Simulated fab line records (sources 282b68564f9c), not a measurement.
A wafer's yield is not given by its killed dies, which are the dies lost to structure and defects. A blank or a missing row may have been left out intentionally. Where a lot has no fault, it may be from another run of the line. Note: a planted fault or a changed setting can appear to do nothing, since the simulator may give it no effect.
fab line records ; flow rit_cmos
record: lots: 6; wafers: 18; last_day: 7
route steps=202 shown M1@188
lots that met no fault: from a run of the same line without faults
start_h: hours from the record's opening day to when the first of the lot's shown wafers began ; wait_h: hours from the lot's prior step to this one ; " the same as in the row above ; L1.1+2: one row covering several wafers at once ; - value missing, or start not given ; * or withheld: withheld ; < > ~ a bound
route shown NAME@n: names a module that has steps shown in the file, with the first one's number in the route ; usual: average and standard deviation across the fault-free wafers ; same: alike in all rows ; chamber/n: place in a boat ; sites: per-site readings ; _std_site: their standard deviation ; _edge_site: inner sites' mean taken away from outer sites' mean ; radius_mm: how far each site lies from the wafer's centre ; mask NAME#n: copy n ; behind: the last tool/chamber to shape the wafer ; hold: why the lot was held/for how many hours/how that ended ; device: names the non-switching transistor (n, p or np) ; end of line: at the end of the route, the tests of the same wafers ; a step given without rows: its recipe and nothing more ; killed: dies that structure and defects cost at the first sort, which is not the same as the wafer's yield ; map: dies across one wafer; x = killed, . = not, _ = none there
set.NAME: the setting that was run; set.NAME@STEP: the one run at that earlier step ; model.NAME: the simulator's own value behind a step, which no gauge read
lots at some steps of the route; a table a step, a row a wafer
services: a tool's chamber out of use, with start hour (start_h, from the record's first day; less than 0 if before it), hours out, and reason
== steps ==
step: RIT_M1_COAT_04
recipe: resist: NOVOLAK; spin_rpm: 2000; resist_thk_nm: 1300
step: RIT_M1_SOFTBAKE_05
recipe: resist: NOVOLAK; temp_c: 90; time_s: 60
step: RIT_M1_EXPOSE_06
recipe: mask_id: M12; na: 0.6; source_shape: conventional; sigma_outer: 0.5; target_cd_nm: 2600; dose_mj: 250
step: RIT_M1_PEB_07
recipe: resist: NOVOLAK; temp_c: withheld; time_s: withheld
step: RIT_M1_DEVELOP_08
recipe: resist: NOVOLAK; develop_time_s: 68; dev_temp_c: 23.4
step: RIT_M1_CD_MEAS_09
recipe: target_cd_nm: 2600
usual: cd_nm: 2600.2/2
lot.wafer;tool;chamber;start_h;wait_h;cd_nm
L859.1;cd_sem-02;-;54.72;-;2598.9
L859.3;cd_sem-02;-;54.72;-;2603.1
L859.6;cd_sem-02;-;54.72;-;2600.1
L860.1;cd_sem-02;-;63.22;-;2596.3
L860.3;cd_sem-02;-;63.22;-;2597.7
L860.4;cd_sem-02;-;63.22;-;2600.3
L868.1;cd_sem-02;-;101.93;-;2597.5
L868.3;cd_sem-02;-;101.93;-;2596.4
L868.4;cd_sem-02;-;101.93;-;2599.6
L877.3;cd_sem-01;-;145.76;-;2601.8
L877.4;cd_sem-01;-;145.76;-;2602.7
L877.5;cd_sem-01;-;145.76;-;2603.5
L879.3;cd_sem-02;-;159.12;-;2596.8
L879.5;cd_sem-02;-;159.12;-;2599.3
L879.6;cd_sem-02;-;159.12;-;2598.5
L880.1;cd_sem-02;-;161.18;-;2599.6
L880.2;cd_sem-02;-;161.18;-;2601.2
L880.6;cd_sem-02;-;161.18;-;2601.3
step: RIT_M1_OVL_MEAS_10
usual: M1_OVL: 0.1/1.4
lot.wafer;tool;chamber;start_h;wait_h;M1_OVL[nm]
L859.1;overlay-01;-;54.84;0.1;-0.1
L859.3;overlay-01;-;54.84;0.1;-0.3
L859.6;overlay-01;-;54.84;0.1;0.5
L860.1;overlay-01;-;63.34;0.1;-0.6
L860.3;overlay-01;-;63.34;0.1;-0.3
L860.4;overlay-01;-;63.34;0.1;1.3
L868.1;overlay-01;-;102.05;0.1;0.3
L868.3;overlay-01;-;102.05;0.1;-1.0
L868.4;overlay-01;-;102.05;0.1;0.6
L877.3;overlay-01;-;145.85;0.1;1.4
L877.4;overlay-01;-;145.85;0.1;2.0
L877.5;overlay-01;-;145.85;0.1;1.4
L879.3;overlay-02;-;159.21;0.1;-1.9
L879.5;overlay-02;-;159.21;0.1;0.7
L879.6;overlay-02;-;159.21;0.1;-0.9
L880.1;overlay-02;-;161.30;0.1;-0.2
L880.2;overlay-02;-;161.30;0.1;-2.4
L880.6;overlay-02;-;161.30;0.1;-1.3
step: RIT_M1_HARDBAKE_11
recipe: resist: NOVOLAK; temp_c: 140; time_s: 120
step: RIT_M1_METAL_ETCH_12
recipe: stop_on: SiO2; chemistry: Cl2/BCl3; target: Al; time_s: 165; over_etch_frac: 0.5; pressure_mtorr: 100; target_depth_a: 6000; rf_w: 250; Cl2_flow_sccm: 60; bcl3_flow_sccm: 50
usual: drypump_motor_current_A: 5.50/0.26; oes_product_au: 0.781/0.015; throttle_valve_pct: 8.16/0.11
lot.wafer;tool;chamber;start_h;wait_h;drypump_motor_current_A;oes_product_au;rf_hours_counter_h;throttle_valve_pct
L859.1;rie_metal-03;0;55.12;0.2;5.32;0.811;4;8.10
L859.3;rie_metal-03;0;55.12;0.2;5.32;0.798;-;8.09
L859.6;rie_metal-03;0;55.12;0.2;5.32;0.808;-;8.09
L860.1;rie_metal-02;1;63.62;0.2;5.57;0.770;1;8.28
L860.3;rie_metal-02;0;63.62;0.2;5.23;0.783;-;8.08
L860.4;rie_metal-02;1;63.62;0.2;5.58;0.776;-;8.27
L868.1;rie_metal-03;0;102.34;0.2;5.34;0.804;4;8.08
L868.3;rie_metal-03;0;102.34;0.2;5.35;0.786;-;8.10
L868.4;rie_metal-03;1;102.34;0.2;6.06;0.758;-;8.00
L877.3;rie_metal-02;0;146.18;0.2;5.24;0.776;-;8.11
L877.4;rie_metal-02;1;146.18;0.2;5.56;0.769;-;8.26
L877.5;rie_metal-02;1;146.18;0.2;5.57;0.771;-;8.27
L879.3;rie_metal-01;0;159.54;0.2;5.39;0.765;-;8.21
L879.5;rie_metal-01;1;159.54;0.2;5.46;0.770;-;8.32
L879.6;rie_metal-01;0;159.54;0.2;5.39;0.770;-;8.20
L880.1;rie_metal-02;1;161.59;0.2;5.55;0.780;2;8.27
L880.2;rie_metal-02;0;161.59;0.2;5.21;0.784;2;8.10
L880.6;rie_metal-02;1;161.59;0.2;5.57;0.781;-;8.26
step: RIT_M1_STRIP_13
recipe: chemistry: nmp; resist: NOVOLAK; temp_c: 80; time_s: 600; dry: n2_spin
step: RIT_M1_STRIP_14
recipe: chemistry: O2; time_s: 180; platen_temp_c: withheld; power_w: 500; pressure_mtorr: 4000; o2_flow_sccm: 4000
usual: drypump_motor_current_A: 5.7/0.66
lot.wafer;tool;chamber;start_h;wait_h;drypump_motor_current_A;rf_hours_counter_h
L859.1;plasma_asher-04;1;55.75;0.0;6.6;39
L859.3;plasma_asher-04;0;55.75;0.0;5.4;-
L859.6;plasma_asher-04;1;55.75;0.0;6.6;-
L860.1;plasma_asher-04;1;63.96;0.0;6.6;40
L860.3;plasma_asher-04;1;63.96;0.0;6.6;-
L860.4;plasma_asher-04;0;63.96;0.0;5.4;-
L868.1;plasma_asher-01;0;102.67;0.0;4.9;33
L868.3;plasma_asher-01;1;102.67;0.0;6.3;-
L868.4;plasma_asher-01;0;102.67;0.0;4.9;-
L877.3;plasma_asher-01;0;146.52;0.1;4.9;-
L877.4;plasma_asher-01;1;146.52;0.1;6.4;-
L877.5;plasma_asher-01;0;146.52;0.1;4.9;-
L879.3;plasma_asher-02;1;159.88;0.1;5.1;-
L879.5;plasma_asher-02;0;159.88;0.1;5.4;-
L879.6;plasma_asher-02;1;159.88;0.1;5.1;-
L880.1;plasma_asher-02;1;161.93;0.0;5.1;53
L880.2;plasma_asher-02;0;161.93;0.0;5.4;53
L880.6;plasma_asher-02;1;161.93;0.0;5.1;-
step: RIT_M1_CD_MEAS_90
recipe: target_cd_nm: 2600
usual: cd_nm: 2600.2/2.4
lot.wafer;tool;chamber;start_h;wait_h;cd_nm
L859.1;cd_sem-02;-;55.92;0.1;2603.3
L859.3;cd_sem-02;-;55.92;0.1;2605.7
L859.6;cd_sem-02;-;55.92;0.1;2602.7
L860.1;cd_sem-02;-;64.13;0.1;2595.9
L860.3;cd_sem-02;-;64.13;0.1;2599.0
L860.4;cd_sem-02;-;64.13;0.1;2599.5
L868.1;cd_sem-01;-;102.85;0.1;2596.3
L868.3;cd_sem-01;-;102.85;0.1;2596.4
L868.4;cd_sem-01;-;102.85;0.1;2599.1
L877.3;cd_sem-02;-;146.68;0.1;2602.6
L877.4;cd_sem-02;-;146.68;0.1;2602.6
L877.5;cd_sem-02;-;146.68;0.1;2603.6
L879.3;cd_sem-02;-;160.07;0.1;2596.7
L879.5;cd_sem-02;-;160.07;0.1;2596.4
L879.6;cd_sem-02;-;160.07;0.1;2598.1
L880.1;cd_sem-01;-;162.10;0.1;2598.7
L880.2;cd_sem-01;-;162.10;0.1;2601.5
L880.6;cd_sem-01;-;162.10;0.1;2600.4
step: RIT_M1_ANNEAL_15
recipe: temp_c: 447.6; time_s: 1800; ambient: forming_gas_H2N2
usual: tube_center_temp_C: 447.6/0.04
lot.wafer;tool;chamber;start_h;wait_h;tube_center_temp_C
L859.1;furnace-02;0;56.04;0.1;447.61
L859.3;furnace-02;0;56.04;0.1;447.59
L859.6;furnace-02;0;56.04;0.1;447.59
L860.1;furnace-02;0;64.25;0.1;447.61
L860.3;furnace-02;0;64.25;0.1;447.61
L860.4;furnace-02;0;64.25;0.1;447.65
L868.1;furnace-02;0;103.84;1.0;447.54
L868.3;furnace-02;0;103.84;1.0;447.63
L868.4;furnace-02;0;103.84;1.0;447.62
L877.3;furnace-02;0;146.76;0.1;447.55
L877.4;furnace-02;0;146.76;0.1;447.56
L877.5;furnace-02;0;146.76;0.1;447.58
L879.3;furnace-02;0;160.15;0.1;447.65
L879.5;furnace-02;0;160.15;0.1;447.6
L879.6;furnace-02;0;160.15;0.1;447.56
L880.1;furnace-02;0;162.22;0.1;447.58
L880.2;furnace-02;0;162.22;0.1;447.58
L880.6;furnace-02;0;162.22;0.1;447.57
step: RIT_M1_BOW_MEAS_16
recipe: mode: bow
usual: M1_BOW: 17/6.3
lot.wafer;tool;chamber;start_h;wait_h;M1_BOW[um]
L859.1;film_metro-04;-;57.54;0.0;6
L859.3;film_metro-04;-;57.54;0.0;29
L859.6;film_metro-04;-;57.54;0.0;7
L860.1;film_metro-02;-;65.75;0.0;10
L860.3;film_metro-02;-;65.75;0.0;19
L860.4;film_metro-02;-;65.75;0.0;13
L868.1;film_metro-01;-;105.34;0.0;12
L868.3;film_metro-01;-;105.34;0.0;14
L868.4;film_metro-01;-;105.34;0.0;8
L877.3;film_metro-02;-;148.30;0.0;32
L877.4;film_metro-02;-;148.30;0.0;16
L877.5;film_metro-02;-;148.30;0.0;15
L879.3;film_metro-02;-;161.69;0.0;13
L879.5;film_metro-02;-;161.69;0.0;25
L879.6;film_metro-02;-;161.69;0.0;13
L880.1;film_metro-01;-;163.72;0.0;12
L880.2;film_metro-01;-;163.72;0.0;18
L880.6;film_metro-01;-;163.72;0.0;18
step: RIT_M1_PROBE_99
usual: defect_limited_yield: 97.7/1.2; killed_at_front_end: 6/3.1; killed_dies: 6/3.1; killed_open: 2.9/2; killed_short: 3.3/2; sort_bin_3_pad_short: 0.1/0.2; sort_bin_5_function: 1.3/0.81; sort_bin_6_memory: 0.9/0.61; sort_n_pass: 258/3.1; sort_yield_pct: 97.7/1.2
same: gross_dies: 264; killed_at_M0_to_M3: 0; killed_at_M4_up: 0; killed_at_back_side: 0; killed_at_contacts: 0; killed_at_other: 0
lot.wafer;tool;chamber;start_h;wait_h;defect_limited_yield[%];killed_at_front_end;killed_dies;killed_open;killed_short;sort_bin_3_pad_short[%];sort_bin_5_function[%];sort_bin_6_memory[%];sort_n_pass;sort_yield_pct[%];model.etest.nmos_0p15.junction_log10_a_um;model.etest.nmos_narrow.off_log10_a_um;model.etest.gate_end_array.leak_log10_a_um;model.etest.nmos_0p3.off_log10_a_um;model.etest.pmos_0p15.junction_log10_a_um;model.etest.contact_diode_array.leak_log10_a;model.etest.pmos_0p3.off_log10_a_um;model.etest.pmos_narrow.off_log10_a_um
L859.1;prober-02;-;57.66;0.1;96.6;9;9;5;4;0;1.5;1.9;255;96.6;-13.46;-13.07;-13.05;-13.13;-13.78;-9.347;-12.94;-12.82
L859.3;prober-02;-;57.76;0.2;99.2;2;2;0;2;0;0.4;0.4;262;99.2;-13.44;-13.24;-12.97;-13.09;-13.85;-9.54;-12.85;-12.68
L859.6;prober-02;-;57.91;0.2;99.2;2;2;2;0;0;0;0.8;262;99.2;-13.48;-13.2;-12.74;-12.99;-13.65;-9.447;-12.93;-12.74
L860.1;prober-01;-;65.87;0.1;98.9;3;3;1;2;0.4;0;0.8;261;98.9;-13.55;-13.18;-12.85;-13.03;-13.85;-9.484;-12.79;-12.53
L860.3;prober-01;-;65.97;0.2;97.7;6;6;5;1;0;2.3;0;258;97.7;-13.43;-13.25;-12.97;-13.12;-13.83;-9.424;-12.82;-12.51
L860.4;prober-01;-;66.02;0.2;97.3;7;7;3;4;0.4;2.3;0;257;97.3;-13.58;-13.11;-12.84;-13.13;-13.88;-9.31;-12.82;-12.59
L868.1;prober-01;-;105.46;0.1;96.6;9;9;5;4;0;1.9;1.5;255;96.6;-13.69;-13.19;-12.77;-13.02;-13.71;-9.585;-12.74;-12.57
L868.3;prober-01;-;105.56;0.2;97.7;6;6;1;5;0.4;1.5;0.4;258;97.7;-13.55;-13.32;-12.86;-13.16;-13.85;-9.553;-12.76;-12.78
L868.4;prober-01;-;105.61;0.2;98.1;5;5;1;4;0;1.5;0.4;259;98.1;-13.62;-13.06;-12.87;-13.07;-13.67;-9.596;-12.69;-12.6
L877.3;prober-02;-;148.48;0.2;98.9;3;3;1;2;0;0.8;0.4;261;98.9;-13.3;-13.18;-12.91;-13.03;-13.61;-9.223;-12.61;-12.52
L877.4;prober-02;-;148.53;0.2;98.5;4;4;1;3;0;0.8;0.8;260;98.5;-13.48;-13.19;-12.81;-13.06;-13.75;-9.147;-12.86;-12.74
L877.5;prober-02;-;148.58;0.2;99.2;2;2;0;2;0.4;0.4;0;262;99.2;-13.1;-13.14;-12.68;-12.88;-13.77;-9.401;-12.61;-12.52
L879.3;prober-02;-;161.87;0.2;95.8;11;11;7;4;0;2.7;1.5;253;95.8;-11.53;-11.53;-11.32;-11.54;-12.53;-8.127;-12.4;-12.37
L879.5;prober-02;-;161.97;0.2;96.6;9;9;5;4;0;1.5;1.9;255;96.6;-11.72;-11.71;-11.42;-11.7;-12.7;-8.325;-12.53;-12.45
L879.6;prober-02;-;162.02;0.2;96.6;9;9;3;6;0;1.9;1.5;255;96.6;-11.72;-11.73;-11.44;-11.68;-12.71;-8.331;-12.48;-12.41
L880.1;prober-01;-;163.84;0.1;97.3;7;7;1;6;0;1.1;1.5;257;97.3;-11.21;-11.21;-11.06;-11.2;-12.2;-7.891;-12.14;-12.08
L880.2;prober-01;-;163.89;0.1;97.0;8;8;2;6;0;2.7;0.4;256;97.0;-11.42;-11.42;-11.15;-11.42;-12.41;-8.09;-12.34;-12.29
L880.6;prober-01;-;164.09;0.2;98.5;4;4;0;4;0;1.5;0;260;98.5;-11.46;-11.45;-11.24;-11.45;-12.45;-8.126;-12.36;-12.32
killed by level:class
L859.1 FOX1:geometric_particle:short=2 SILICIDE:geometric_particle:open=2 FOX1:geometric_particle:open=1 FOX2:geometric_particle:short=1 REOX:geometric_particle:open=1 SPACER:geometric_particle:open=1 SILICIDE:geometric_particle:short=1
L859.3 GATE:geometric_particle:short=1 REOX:geometric_particle:short=1
L859.6 ACTIVE:geometric_particle:open=1 GATE:geometric_particle:open=1
L860.1 GATE:geometric_particle:short=2 GATE:geometric_particle:open=1
L860.3 GATE:geometric_particle:open=2 ACTIVE:geometric_particle:open=1 FOX2:geometric_particle:open=1 SPACER:geometric_particle:short=1 SILICIDE:geometric_particle:open=1
L860.4 GATE:geometric_particle:short=2 SILICIDE:geometric_particle:open=2 FOX1:geometric_particle:short=1 GATE:geometric_particle:open=1 SILICIDE:geometric_particle:short=1
L868.1 GATE:geometric_particle:short=3 GATE:geometric_particle:open=2 FOX1:geometric_particle:open=1 FOX2:geometric_particle:open=1 REOX:geometric_particle:short=1 SPACER:geometric_particle:open=1
L868.3 SPACER:geometric_particle:short=2 FOX2:geometric_particle:short=1 FOX2:geometric_particle:open=1 GATE:geometric_particle:short=1 REOX:geometric_particle:short=1
L868.4 REOX:geometric_particle:short=2 FOX1:geometric_particle:short=1 GATE:geometric_particle:open=1 SPACER:geometric_particle:short=1
L877.3 FOX1:geometric_particle:short=1 GATE:geometric_particle:open=1 SILICIDE:geometric_particle:short=1
L877.4 GATE:geometric_particle:open=1 GATE:geometric_particle:short=1 REOX:geometric_particle:short=1 SILICIDE:geometric_particle:short=1
L877.5 SILICIDE:geometric_particle:short=2
L879.3 FOX1:geometric_particle:open=2 GATE:geometric_particle:open=2 SILICIDE:geometric_particle:open=2 FOX1:geometric_particle:short=1 GATE:geometric_particle:short=1 REOX:geometric_particle:open=1 REOX:geometric_particle:short=1 SILICIDE:geometric_particle:short=1
L879.5 FOX1:geometric_particle:open=2 GATE:geometric_particle:open=2 REOX:geometric_particle:short=2 GATE:geometric_particle:short=1 SPACER:geometric_particle:open=1 SILICIDE:geometric_particle:short=1
L879.6 GATE:geometric_particle:short=3 REOX:geometric_particle:open=2 FOX1:geometric_particle:short=1 GATE:geometric_particle:open=1 SPACER:geometric_particle:short=1 SILICIDE:geometric_particle:short=1
L880.1 SPACER:geometric_particle:short=3 FOX2:geometric_particle:short=1 GATE:geometric_particle:short=1 GATE:geometric_particle:open=1 REOX:geometric_particle:short=1
L880.2 GATE:geometric_particle:short=4 GATE:geometric_particle:open=2 SILICIDE:geometric_particle:short=2
L880.6 REOX:geometric_particle:short=2 GATE:geometric_particle:short=1 SILICIDE:geometric_particle:short=1
== services ==
tool;chamber;start_h;hours;kind
rie_metal-03;1;52.90;10.5;repair
plasma_asher-02;-;71.80;14.6;pm
rie_metal-02;-;73.94;0.8;repair
rie_metal-02;-;82.15;1.3;repair
rie_metal-01;-;136.12;20.0;pm
rie_metal-01;0;136.12;20.0;vent_cycle
rie_metal-01;1;136.12;20.0;vent_cycle
rie_metal-01;0;156.12;-;clean
rie_metal-01;1;156.12;-;clean
== key ==
first_sign none at tools or gauges
model_effect: step: RIT_M1_PROBE_99; value: etest.nmos_0p15.junction_log10_a_um; without: -13.49; struck: -11.51
met_at RIT_M1_ANNEAL_15
struck_wafers L879.3,L879.5,L879.6,L880.1,L880.2,L880.6
onset_between 146.76 160.15
also_fits time
fault: kind: process_parameter_drift; tool: furnace-02; chamber: -; onset_h: 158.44; steps: RIT_M1_ANNEAL_15; channel: time_s; offset: *; shape: step; end_h: 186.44; stated: *
